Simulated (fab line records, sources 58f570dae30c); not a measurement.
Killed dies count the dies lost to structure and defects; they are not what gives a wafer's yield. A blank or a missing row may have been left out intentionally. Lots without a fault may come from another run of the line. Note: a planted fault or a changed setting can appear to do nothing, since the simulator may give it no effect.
Comparing a struck lot with a sound one / flow berkeleyCmos170 / 17 out of 331 route steps
Sound: the wafers L719.3, L719.4, L719.6. The struck wafers were L728.1, L728.2, L728.5. Last of all comes the cause.
Order at every step that has rows: each side's tool, ch and its chambers, its first start. Under that, the readings that differ: sound wafers / struck wafers / difference of the means / sigmas: that difference in standard deviations of wafers without a fault.
alike: same words and numbers on both sides, and readings whose means sit less than 2 such deviations apart. not compared: any withheld reading, any reading some wafer has no value for, any bound like >300 that may hide the same value, and any number with overlapping values for which the record gives no deviation.
A row with sigmas, a row that says differs or no value, or rows on one side alone: a step with any of these is where the two part. Numbers that have no deviation but don't overlap get no sigmas and don't part them. A reading missing from all wafers of one side parts the sides only when that side holds two or more wafers.

UCB170_NVT_OVL_MEAS_06:
  sound on overlay-01, day 6 03:28; struck on overlay-02, day 7 21:28
  alike: NVT_OVL
next, for these wafers, 1 step has no rows: UCB170_NVT_IMPLANT_07.
UCB170_NVT_STRIP_08: strips in O2.
  sound on plasmaAsher-02 ch 0,1, day 6 03:41; struck on plasmaAsher-02 ch 0,1, day 7 21:40
  alike: drypumpMotorCurrentA, oesProductAu, stripTimeToEndpointS
  not compared: rfHoursCounterH
UCB170_NVT_TW_MEAS_09:
  sound on filmMetro-03, day 6 03:46; struck on filmMetro-03, day 7 21:46
  alike: NVT_TW
then, 7 steps without rows for these wafers: UCB170_NVT_CLEAN_10 (cleans in SPM, time 600 s); UCB170_PVT_HMDS_00 (prime time 60 s); UCB170_PVT_COAT_01 (resist thk 900 nm); UCB170_PVT_SOFTBAKE_02 (time 60 s); UCB170_PVT_EXPOSE_03 (exposes mask NWELL, target cd 3000 nm); UCB170_PVT_PEB_04; UCB170_PVT_DEVELOP_05 (develop time 45 s).
UCB170_PVT_OVL_MEAS_06:
  sound on overlay-01, day 6 05:59; struck on overlay-02, day 8 01:19
  alike: PVT_OVL
UCB170_PVT_IMPLANT_07:
  sound on implanter-01 ch 0, day 6 06:03; struck on implanter-01 ch 0, day 8 01:21
reading=doseIonsCm2; sound=1.9989e+12 1.9992e+12 2.0008e+12; struck=1.6606e+12 1.6605e+12 1.6662e+12; difference=-3.3720e+11; sigmas=-99 or more
reading=faradayCurrentUA; sound=6.47 6.36 6.43; struck=5.19 5.43 5.39; difference=-1.08; sigmas=-9
UCB170_PVT_STRIP_08: strips in O2.
  sound on plasmaAsher-02 ch 0,1, day 6 06:11; struck on plasmaAsher-01 ch 0,1, day 8 01:30
  alike: drypumpMotorCurrentA, oesProductAu, stripTimeToEndpointS
  not compared: rfHoursCounterH
UCB170_PVT_TW_MEAS_09:
  sound on filmMetro-01, day 6 06:16; struck on filmMetro-01, day 8 01:37
reading=PVT_TW; sound=516 518 519; struck=496 497 496; difference=-21; sigmas=-3
then, 1 step without rows for these wafers: UCB170_GATE_WET_ETCH_00 (etches SiO2 in dHF, time 200 s).
UCB170_M3_PROBE_99:
  sound wafers here have rows in the record (prober-01, day 8 11:04); struck ones have none

WHERE THEY PART
First at UCB170_PVT_IMPLANT_07; last, within this record, at UCB170_M3_PROBE_99.

WHY: whatever the simulator had introduced
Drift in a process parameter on implanter-01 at UCB170_PVT_IMPLANT_07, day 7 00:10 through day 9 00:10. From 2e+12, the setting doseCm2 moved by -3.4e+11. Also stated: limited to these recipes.
